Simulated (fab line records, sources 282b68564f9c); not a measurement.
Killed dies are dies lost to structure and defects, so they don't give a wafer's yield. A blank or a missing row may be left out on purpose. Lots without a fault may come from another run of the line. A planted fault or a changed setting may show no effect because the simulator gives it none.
A struck lot beside a sound one | flow rit_cmos | 22 steps out of a route of 202
Sound: wafers L476.2, L476.4, L476.5. Struck: wafers L481.1, L481.2, L481.6. The cause comes at the end.
At each step with rows: each side's tool, then ch and its chambers, then its first start. Under that, the readings that differ: sound wafers | struck wafers | difference of the means | sigmas: that difference in standard deviations of wafers without a fault.
alike: readings whose means differ by less than 2 such deviations, and words and numbers that are the same on both sides. not compared: withheld readings, readings that some wafer has no value for, bounds like >300 that may hide the same value, and numbers for which the record gives no deviation and whose values overlap.
The two part at a step that has a row with sigmas, a row that says differs or no value, or rows on one side only. Numbers that don't overlap but have no deviation are shown without sigmas and don't part them. A reading that every wafer of one side lacks parts them only if that side has two wafers or more.

first, 2 steps without rows for these wafers: RIT_NSD_HARDBAKE_07 (time 60 s); RIT_NSD_IMPLANT_08.
RIT_NSD_STRIP_09: strips in O2, time 180 s.
  sound on plasma_asher-03 ch 0,1, day 4 06:43; struck on plasma_asher-02 ch 0,1, day 5 06:38
  alike: drypump_motor_current_A
  not compared: rf_hours_counter_h
RIT_NSD_TW_MEAS_10:
  sound on film_metro-02, day 4 06:54; struck on film_metro-02, day 5 06:50
  alike: NSD_TW
then, 6 steps without rows for these wafers: RIT_PSD_HMDS_00 (prime time 60 s); RIT_PSD_COAT_01 (resist thk 1000 nm); RIT_PSD_SOFTBAKE_02 (time 60 s); RIT_PSD_EXPOSE_03 (exposes mask M10, target cd 40900 nm); RIT_PSD_PEB_04; RIT_PSD_DEVELOP_05 (develop time 50 s).
RIT_PSD_OVL_MEAS_06:
  sound on overlay-02, day 4 07:49; struck on overlay-02, day 5 07:52
  alike: PSD_OVL
then, 1 step without rows for these wafers: RIT_PSD_HARDBAKE_07 (time 60 s).
RIT_PSD_IMPLANT_08:
  sound on implanter-04 ch 0, day 4 08:01; struck on implanter-01 ch 0, day 5 08:04
  reading         | sound                         | struck                        | difference | sigmas
  beam_energy_keV | 26.988 26.996 26.983          | 27.013 27.010 27.003          | +0.020     | +2
  beam_on_s (s)   | 14.4 13.8 14.0                | 22.8 23.0 23.6                | +9.1       | +11
  dose_ions_cm2   | 5.012e+15 5.008e+15 5.007e+15 | 9.498e+15 9.501e+15 9.505e+15 | +4.492e+15 | +99 or more
RIT_PSD_STRIP_09: strips in O2, time 180 s.
  sound on plasma_asher-04 ch 0, day 4 08:08; struck on plasma_asher-01 ch 0,1, day 5 08:13
  alike: drypump_motor_current_A
  not compared: rf_hours_counter_h
RIT_PSD_TW_MEAS_10:
  sound on film_metro-04, day 4 08:20; struck on film_metro-03, day 5 08:23
  reading | sound          | struck         | difference | sigmas
  PSD_TW  | 3480 3456 3460 | 3602 3575 3606 | +129       | +4
then, 3 steps without rows for these wafers: RIT_SDANNEAL_CLEAN_00 (cleans in SC1, time 600 s); RIT_SDANNEAL_CLEAN_01 (cleans in dHF, time 30 s); RIT_SDANNEAL_CLEAN_02 (cleans in SC2, time 600 s).
RIT_SDANNEAL_RTA_03: time 5 s.
  sound on rtp_anneal-02 ch 0, day 4 08:45; struck on rtp_anneal-01 ch 0, day 5 08:49
  alike: ramp_down_c_per_s, ramp_up_c_per_s, wafer_temp_C_max
RIT_SDANNEAL_RS_MEAS_04: measures by four-point-probe.
  sound on film_metro-03, day 4 08:49; struck on film_metro-04, day 5 08:52
  reading         | sound                | struck               | difference | sigmas
  PSD_RS (ohm/sq) | 115.88 115.74 115.85 | 108.33 108.39 108.24 | -7.50      | -29
RIT_SDANNEAL_RS_MEAS_05: measures by four-point-probe.
  sound on film_metro-03, day 4 08:56; struck on film_metro-04, day 5 08:59
  alike: NSD_RS
RIT_M1_PROBE_99:
  the record has rows for the sound wafers here (prober-01, day 4 16:16) and none for the struck ones

WHERE THEY PART
First at RIT_PSD_IMPLANT_08; last, within this record, at RIT_M1_PROBE_99.

WHY: what the simulator had put in
Process parameter drift: implanter-01, from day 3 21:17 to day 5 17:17, at RIT_PSD_IMPLANT_08. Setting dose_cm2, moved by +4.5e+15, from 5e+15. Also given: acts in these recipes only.
